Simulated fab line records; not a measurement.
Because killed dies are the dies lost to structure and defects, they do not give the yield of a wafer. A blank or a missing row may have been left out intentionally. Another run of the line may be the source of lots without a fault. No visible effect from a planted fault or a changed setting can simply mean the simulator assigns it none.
Which tool is to blame? / flow berkeley_cmos170 / Sampling: 10 lots, 30 wafers, 5 of 331 route steps

== WHAT THE GAUGES SHOWED, per wafer ==
UCB170_ACTIVE_CD_MEAS_90: target cd 1200 nm.
lot=L650; measured=day 5 07:08; on=cd_sem-02; cd_nm (nm)=1201.4 1201.0 1201.3
lot=L651; measured=day 5 07:20; on=cd_sem-02; cd_nm (nm)=1198.6 1199.8 1199.2
lot=L653; measured=day 5 11:17; on=cd_sem-01; cd_nm (nm)=1200.3 1200.9 1199.6
lot=L652; measured=day 5 11:36; on=cd_sem-01; cd_nm (nm)=1200.5 1200.7 1199.7
lot=L658; measured=day 6 07:14; on=cd_sem-02; cd_nm (nm)=1198.8 1199.9 1198.8
lot=L656; measured=day 6 07:27; on=cd_sem-01; cd_nm (nm)=1199.6 1200.7 1202.0
lot=L662; measured=day 6 22:53; on=cd_sem-02; cd_nm (nm)=1200.5 1201.9 1200.9
lot=L668; measured=day 7 19:10; on=cd_sem-02; cd_nm (nm)=1198.9 1199.6 1199.3
lot=L669; measured=day 7 22:46; on=cd_sem-02; cd_nm (nm)=1198.0 1198.0 1198.5
lot=L671; measured=day 8 14:44; on=cd_sem-01; cd_nm (nm)=1200.4 1199.3 1199.5

UCB170_SACOX_THK_MEAS_02.
lot=L650; measured=day 6 02:43; on=film_metro-02; SACOX_OXIDE_THK (nm)=14.6 14.7 14.7
lot=L651; measured=day 6 02:41; on=film_metro-02; SACOX_OXIDE_THK (nm)=14.6 14.8 14.8
lot=L653; measured=day 6 02:43; on=film_metro-03; SACOX_OXIDE_THK (nm)=14.6 14.8 14.8
lot=L652; measured=day 6 02:40; on=film_metro-03; SACOX_OXIDE_THK (nm)=14.8 14.9 15.1
lot=L658; measured=day 7 05:10; on=film_metro-03; SACOX_OXIDE_THK (nm)=14.9 14.9 14.7
lot=L656; measured=day 7 05:14; on=film_metro-03; SACOX_OXIDE_THK (nm)=14.5 14.9 14.5
lot=L662; measured=day 7 22:19; on=film_metro-03; SACOX_OXIDE_THK (nm)=14.8 14.6 14.7
lot=L668; measured=day 8 20:42; on=film_metro-02; SACOX_OXIDE_THK (nm)=14.3 14.6 14.4
lot=L669; measured=day 8 20:41; on=film_metro-03; SACOX_OXIDE_THK (nm)=14.4 14.5 14.2
lot=L671; measured=day 9 12:52; on=film_metro-02; SACOX_OXIDE_THK (nm)=14.1 14.1 14.0

UCB170_PSD_OVL_MEAS_07.
lot=L650; measured=day 7 15:47; on=overlay-01; PSD_OVL (nm)=-5 -6 -9
lot=L651; measured=day 7 15:14; on=overlay-01; PSD_OVL (nm)=1 1 6
lot=L653; measured=day 7 14:57; on=overlay-02; PSD_OVL (nm)=4 9 7
lot=L652; measured=day 7 14:14; on=overlay-01; PSD_OVL (nm)=-1 1 -6
lot=L658; measured=day 9 02:35; on=overlay-02; PSD_OVL (nm)=10 -6 0
lot=L656; measured=day 9 02:52; on=overlay-02; PSD_OVL (nm)=179 178 177 185 182 182
lot=L662; measured=day 9 22:05; on=overlay-01; PSD_OVL (nm)=186 181 184 190 186 187
lot=L668; measured=day 10 12:43; on=overlay-02; PSD_OVL (nm)=-1 -14 10
lot=L669; measured=day 10 12:26; on=overlay-01; PSD_OVL (nm)=-4 -12 -15
lot=L671; measured=day 11 05:05; on=overlay-01; PSD_OVL (nm)=2 -2 5

UCB170_CONTACT_CD_MEAS_15: target cd 700 nm.
lot=L650; measured=day 8 10:06; on=cd_sem-01; cd_nm (nm)=699.2 696.5 697.8
lot=L651; measured=day 8 08:25; on=cd_sem-01; cd_nm (nm)=698.9 698.8 699.4
lot=L653; measured=day 8 08:28; on=cd_sem-02; cd_nm (nm)=700.7 699.1 700.2
lot=L652; measured=day 8 07:33; on=cd_sem-01; cd_nm (nm)=700.2 699.4 700.3
lot=L658; measured=day 9 17:02; on=cd_sem-01; cd_nm (nm)=699.9 700.8 701.5
lot=L656; measured=day 9 17:39; on=cd_sem-01; cd_nm (nm)=701.4 702.2 702.7
lot=L662; measured=day 10 11:55; on=cd_sem-01; cd_nm (nm)=700.7 701.0 700.0
lot=L668; measured=day 11 00:18; on=cd_sem-01; cd_nm (nm)=700.4 700.6 699.9
lot=L669; measured=day 11 00:08; on=cd_sem-01; cd_nm (nm)=696.0 698.1 697.9
lot=L671; measured=day 11 13:13; on=cd_sem-02; cd_nm (nm)=700.8 700.9 700.2

== WHICH TOOL RAN EACH LOT (tool, then ch and the chambers of the sampled wafers, then the start) ==
lot=L650; UCB170_PSD_EXPOSE_03=krf_scanner-01 ch 0, day 7 14:35
lot=L651; UCB170_PSD_EXPOSE_03=krf_scanner-02 ch 0, day 7 14:23
lot=L653; UCB170_PSD_EXPOSE_03=krf_scanner-01 ch 0, day 7 14:06
lot=L652; UCB170_PSD_EXPOSE_03=krf_scanner-01 ch 0, day 7 13:30
lot=L658; UCB170_PSD_EXPOSE_03=krf_scanner-02 ch 0, day 9 00:28
lot=L656; UCB170_PSD_EXPOSE_03=krf_scanner-01 ch 0, day 9 01:05
lot=L662; UCB170_PSD_EXPOSE_03=krf_scanner-01 ch 0, day 9 21:35
lot=L668; UCB170_PSD_EXPOSE_03=krf_scanner-02 ch 0, day 10 11:24
lot=L669; UCB170_PSD_EXPOSE_03=krf_scanner-02 ch 0, day 10 11:16
lot=L671; UCB170_PSD_EXPOSE_03=krf_scanner-02 ch 0, day 11 04:21
- UCB170_PSD_EXPOSE_03: exposes mask PSELECT MOD, target cd 1200 nm.

== AS READ BY THE TOOLS THEMSELVES (means over the sampled wafers that have a number; for cases with no such wafer, the mark the record gives instead) ==
UCB170_PSD_EXPOSE_03.
lot=L650; tool=krf_scanner-01; exposure_dose_mJ_cm2=29.988; reticle_temp_C (C)=22.91
lot=L651; tool=krf_scanner-02; exposure_dose_mJ_cm2=30.029; reticle_temp_C (C)=23.04
lot=L653; tool=krf_scanner-01; exposure_dose_mJ_cm2=30.038; reticle_temp_C (C)=23.05
lot=L652; tool=krf_scanner-01; exposure_dose_mJ_cm2=29.998; reticle_temp_C (C)=23.03
lot=L658; tool=krf_scanner-02; exposure_dose_mJ_cm2=29.982; reticle_temp_C (C)=22.98
lot=L656; tool=krf_scanner-01; exposure_dose_mJ_cm2=30.010; reticle_temp_C (C)=23.02
lot=L662; tool=krf_scanner-01; exposure_dose_mJ_cm2=29.992; reticle_temp_C (C)=23.04
lot=L668; tool=krf_scanner-02; exposure_dose_mJ_cm2=29.996; reticle_temp_C (C)=22.91
lot=L669; tool=krf_scanner-02; exposure_dose_mJ_cm2=30.019; reticle_temp_C (C)=22.97
lot=L671; tool=krf_scanner-02; exposure_dose_mJ_cm2=29.975; reticle_temp_C (C)=22.98

== THE ANSWER, worked out from the rows above alone ==
Rule: the usual values come from the lots themselves. The widest of any qualifying gaps counts: lots, ordered by their means at a reading, are off when they make up no more than a third of the lots, leave a main group of 4 or more, and stand apart from it by 3 or more times the standard deviation of that group's means. Not used: any main group whose means are identical at the precision the tables above print for the reading. Also off: a lot with no number at a reading for which 4 or more lots have one. Where the step has rows for the other lots, those lots are counted as sound. Order of review: gauges by route order, followed by the tools' own readings, for which a lot's mean as printed above is used. The first step at which some lot is off is used, and at that step the reading that is off furthest; a lot without a number counts as furthest.
Off: at UCB170_PSD_OVL_MEAS_07 (PSD_OVL), L656, L662. The main group: mean -1 nm, standard deviation 5.1.
A tool fits if, at a process step before that reading, it ran every lot that is off, and no sound lot after the first of them. The gauges at UCB170_PSD_OVL_MEAS_07 are tried like those tools. One candidate fits, namely krf_scanner-01 at UCB170_PSD_EXPOSE_03. Its last sound lot is L650 (day 7 14:35), its first lot that is off L656 (day 9 01:05): a fault that began between those two fits.

== WHAT THE SIMULATOR HAD PUT IN ==
Scanner matching overlay: krf_scanner-01, from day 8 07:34 on, at UCB170_PSD_EXPOSE_03. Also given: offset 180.
Struck lots among those shown: L656, L662. This agrees with what the rule above found.
